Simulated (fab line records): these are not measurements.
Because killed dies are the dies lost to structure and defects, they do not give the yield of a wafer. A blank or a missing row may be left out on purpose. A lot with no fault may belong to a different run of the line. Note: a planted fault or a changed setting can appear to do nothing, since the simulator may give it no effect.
8D (eight disciplines) problem report, filled in by code    flow berkeleyCmos170    the parts of the form that need people (team, actions taken, sign-off) are left out

## 1. PROBLEM STATEMENT
M1_AL_RS at UCB170_M1_RS_MEAS_01 reads a mean of 0.0334 ohm/sq on 2 wafers of 2 lots; wafers without a fault read 0.0486 ohm/sq with a standard deviation of 0.00051. Measured from the usual mean, that is -30 standard deviations.
The step: measures by four-point-probe.
Earliest sighting: wafer L624.2 on filmMetro-02 at day 9 19:58. At this step, 14 wafers from 6 lots have a number in the record. The rule behind "out" and "out of limits": a value lying over 4 standard deviations away from the usual mean. All remaining wafers that have a number are taken as sound.

## 2. WHAT THIS IS AND IS NOT
question                     is                      is not
which readings at this step  M1_AL_RS                -
which lots                   L624, L626              L615, L619, L632, L634
which wafers of those lots   all that have a number  -
read on which gauges         filmMetro-02            filmMetro-01, filmMetro-03
when                         from day 9 19:58        up to then (6 sound wafers); but 6 sound wafers of L632, L634 came after

## 3. SUSPECTS, AND WHAT RULES EACH OUT
Counting: any tool at a process step up to the reading is kept as a suspect provided that every lot that is out went through it and no sound lot did after the first of them.
- the gauge at UCB170_M1_RS_MEAS_01: ruled out. All the wafers that are out were read on filmMetro-02, but those of them that UCB170_M1_METAL_ETCH_12 has rows for are out there too, on other tools.
- rieDiel-02 at UCB170_CONTACT_ETCH_17 (etches BARC in N2/H2): ruled out as a lasting fault. Following L624 (day 9 19:11), the first lot on it that is out, the sound lots L634 were run on it.
- rieDiel-02 at UCB170_CONTACT_ETCH_18 (etches PSG in CHF3/CF4/Ar, stops on TiSi2, target depth 840 nm, time 195 s): ruled out as a lasting fault. Following L624 (day 9 19:22), the first lot on it that is out, the sound lots L634 were run on it. Because UCB170_CONTACT_ETCH_18 lacks a start for some lots, the hours and order of its lots are taken from UCB170_CONTACT_STRIP_19.
- pvdSputter-01 at UCB170_M1_SPUTTER_00 (material Al, target thk 600 nm, time 80 s): kept. It processed each lot that is out, first L624 at day 9 19:53, and no sound lot thereafter; up to then, the last sound lot it processed was L619 at day 8 16:41.
Left after counting: pvdSputter-01 at UCB170_M1_SPUTTER_00.

## 4. THE CAUSE (what the simulator had put in)
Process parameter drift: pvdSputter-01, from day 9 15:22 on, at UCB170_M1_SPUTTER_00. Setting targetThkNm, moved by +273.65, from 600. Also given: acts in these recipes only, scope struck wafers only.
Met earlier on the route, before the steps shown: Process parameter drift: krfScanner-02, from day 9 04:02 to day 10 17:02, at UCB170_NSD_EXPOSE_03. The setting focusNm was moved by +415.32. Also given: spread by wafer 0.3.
Counting left only this tool.

## 5. THE CHAIN OF EFFECTS, in route order
Each row: a reading whose mean over the struck wafers that have a number lies more than 3 standard deviations from the usual. Scope: only readings with a usual standard deviation given in the record; hours: median across lots of the time from each lot's start at the first step in this table that gives one to its start at this step; sigmas: change in usual standard deviations.
hours  step                     reading       usual          on struck wafers  change   sigmas
0      UCB170_M1_RS_MEAS_01     M1_AL_RS      0.0486 ohm/sq  0.0334            -0.0152  -30
8      UCB170_M1_THK_MEAS_02    M1_AL_THK     597 nm         864               +267     +43
18     UCB170_M1_METAL_ETCH_12  oesProductAu  0.861 a.u.     1.005             +0.144   +13
Its process steps:
- UCB170_M1_METAL_ETCH_12: etches Al in Cl2/BCl3, stops on PSG, target depth 780 nm, time 130 s.
Later measuring or inspecting steps at which every struck wafer that the step has a row for has a number for every such reading, and none has moved that far: UCB170_M1_CD_MEAS_09, UCB170_M1_OVL_MEAS_10.

## 6. WHAT WOULD HAVE CAUGHT IT SOONER
Counted from the fault's start at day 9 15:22, it took 5 hours until the first out-of-limits reading at a measuring or inspecting step in this record, taken at day 9 19:58.
An alarm limit of 4 standard deviations would not have fired on the tool readings at UCB170_M1_SPUTTER_00 for which the record gives a usual standard deviation, since none of them was out on any struck wafer.
Of the lots that are out (2), L626 began UCB170_M1_SPUTTER_00 on pvdSputter-01 after day 9 19:58. It would have been spared by a hold on the tool at that moment.
